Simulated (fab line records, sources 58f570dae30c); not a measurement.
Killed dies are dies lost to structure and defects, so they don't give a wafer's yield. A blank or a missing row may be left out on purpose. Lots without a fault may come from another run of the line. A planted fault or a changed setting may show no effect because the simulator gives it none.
Split-lot experiment | flow berkeley_cmos170 | 5 lots, 23 wafers read, on a route of 331 steps

THE SPLIT
At UCB170_V2_COAT_07 (resist thk 900 nm), the setting resist_thk_nm was moved away from the recipe's 900 nm on 4 of the 23 wafers read, by -5.4% to -4.7%. The other wafers ran this setting at the recipe's value.

The reading is taken at the split's own step.

THE READING
KrF_of_V2_COAT_07.thk_nm (the simulator's own value, which no gauge read), in nm, at UCB170_V2_COAT_07 (resist thk 900 nm). The file gives no usual value for it. The 19 wafers here that ran the recipe average 899.3 nm, standard deviation 2.8 nm.

wafer  | tool, chamber at the split | resist_thk_nm as run, nm | against the recipe | KrF_of_V2_COAT_07.thk_nm, nm | against lot-mates on the recipe
L074.2 | litho_track-02, 0          | 900                      | recipe             | 897.6                        | -
L074.3 | litho_track-02, 0          | 900                      | recipe             | 899.4                        | -
L074.4 | litho_track-02, 0          | 900                      | recipe             | 899.8                        | -
L074.5 | litho_track-02, 0          | 900                      | recipe             | 898.7                        | -
L074.6 | litho_track-02, 0          | 900                      | recipe             | 899.7                        | -
L076.1 | litho_track-01, 0          | 857.5                    | -4.7%              | 861.9                        | -41.5
L076.2 | litho_track-01, 0          | 900                      | recipe             | 903                          | -
L076.3 | litho_track-01, 0          | 857.5                    | -4.7%              | 864.8                        | -38.6
L076.4 | litho_track-01, 0          | 900                      | recipe             | 902.1                        | -
L076.6 | litho_track-01, 0          | 900                      | recipe             | 905                          | -
L078.3 | litho_track-04, 0          | 900                      | recipe             | 897.4                        | -
L078.4 | litho_track-04, 0          | 900                      | recipe             | 895.2                        | -
L078.6 | litho_track-04, 0          | 900                      | recipe             | 896.7                        | -
L080.1 | litho_track-02, 0          | 900                      | recipe             | 895.3                        | -
L080.2 | litho_track-02, 0          | 900                      | recipe             | 897.7                        | -
L080.4 | litho_track-02, 0          | 900                      | recipe             | 896.4                        | -
L080.5 | litho_track-02, 0          | 900                      | recipe             | 898.5                        | -
L080.6 | litho_track-02, 0          | 900                      | recipe             | 897.4                        | -
L084.1 | litho_track-01, 0          | 900                      | recipe             | 902                          | -
L084.2 | litho_track-01, 0          | 900                      | recipe             | 902.6                        | -
L084.3 | litho_track-01, 0          | 900                      | recipe             | 902.8                        | -
L084.5 | litho_track-01, 0          | 851.4                    | -5.4%              | 854.1                        | -48.4
L084.6 | litho_track-01, 0          | 851.4                    | -5.4%              | 852.9                        | -49.6

THE FIT
A straight line over all 23 wafers: KrF_of_V2_COAT_07.thk_nm changes by +8.12 nm for each +1% of resist_thk_nm; r = +0.99; the points scatter about the line by 2.8 nm.
The same after taking each lot's own level away (the mean of its wafers on the recipe; 23 wafers): +8.81 nm for each +1%; r = +1.00; scatter 1.2 nm.
On that fit, the largest move of resist_thk_nm shifts the reading by 48 nm.
The lots' own levels span 896.43 to 903.37 nm, that is 2.5 times the standard deviation above.
So the lot-to-lot level changes the slope little: the two slopes agree.
Check: with one of the wafers moved furthest among these (-5.4%) left out of the fit, the line predicts -47.3 nm for it against its lot-mates. It came out at -48.4 nm against them.

OTHER SPLITS ON THESE WAFERS
These wafers also went through other splits before the reading. Each is held against what the fit with the lots' levels taken away leaves over:
other split on the same wafers       | wafers away from the commonest value | r with KrF_of_V2_COAT_07.thk_nm (lot level and that fit taken away)
UCB170_GATE_COAT_07 spin_rpm         | 7                                    | -0.39
UCB170_PLDD_EXPOSE_03 dose_mj        | 5                                    | +0.06
UCB170_SPACER_ANNEAL_02 temp_c       | 10                                   | -0.15
UCB170_PSD_EXPOSE_03 dose_mj         | 6                                    | -0.14
UCB170_NSD_STRIP_09 overash_fraction | 5                                    | -0.21
UCB170_SILICIDE_SPUTTER_01 power_w   | 9                                    | +0.34
UCB170_V1_CVD_00 time_s              | 7                                    | -0.33
UCB170_V1_PEB_10 peb_temp_c          | 9                                    | +0.22
UCB170_V1_ETCH_14 rf_w               | 5                                    | -0.11

THE FILE'S OWN FIT
KrF_of_V2_COAT_07.thk_nm changes by +8.81 nm for each +1% of resist_thk_nm, r = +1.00.
